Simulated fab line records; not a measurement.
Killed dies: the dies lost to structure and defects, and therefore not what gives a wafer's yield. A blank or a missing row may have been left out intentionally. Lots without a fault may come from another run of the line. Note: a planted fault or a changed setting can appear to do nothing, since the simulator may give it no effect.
Which of the tools did it? ; flow rit cmos ; 6 lots with 18 wafers sampled at 2 steps, on a route of 202 steps

WHAT THE GAUGES READ, wafer by wafer
RIT_GATE_CD_MEAS_16: target cd 150 nm.
lot;measured;on;cd nm (nm)
L718;day 3 03:59;cd sem-01;149.4 149.0 148.9
L721;day 3 18:20;cd sem-01;154.2 153.6 152.2
L724;day 4 10:40;cd sem-02;149.0 150.6 150.0
L730;day 5 12:02;cd sem-02;152.1 152.2 154.0
L735;day 6 14:41;cd sem-02;150.7 151.1 149.0
L738;day 7 03:29;cd sem-01;152.0 151.0 151.6

TOOL THAT RAN EACH LOT (tool first, then ch and the chambers of the sampled wafers, then the start)
lot;RIT_GATE_CLEAN_01
L718;wet bench-01 ch 2, day 2 19:09
L721;wet bench-02 ch 2, day 3 08:46
L724;wet bench-01 ch 3, day 4 00:31
L730;wet bench-04 ch 2, day 5 02:22
L735;wet bench-02 ch 3, day 6 06:47
L738;wet bench-01 ch 1, day 6 20:32
- RIT_GATE_CLEAN_01: cleans in SC1, time 600 s.

THE ANSWER, worked out from the rows above alone
Rule: what is usual is taken from the lots themselves. Put in order of their means at a reading, lots are off if they are a third of the lots or fewer, leave a main group of 4 or more, and stand apart from it by a gap of 3 or more times the standard deviation of the main group's means; of several such gaps the widest counts. Not used: any main group whose means are identical at the precision the tables above print for the reading. Also off: a lot with no number at a reading for which 4 or more lots have one. The other lots that the step has rows for count as sound.
Across all readings shown, no lot is off: no conclusion can be drawn from this.

WHAT THE SIMULATOR HAD PUT IN
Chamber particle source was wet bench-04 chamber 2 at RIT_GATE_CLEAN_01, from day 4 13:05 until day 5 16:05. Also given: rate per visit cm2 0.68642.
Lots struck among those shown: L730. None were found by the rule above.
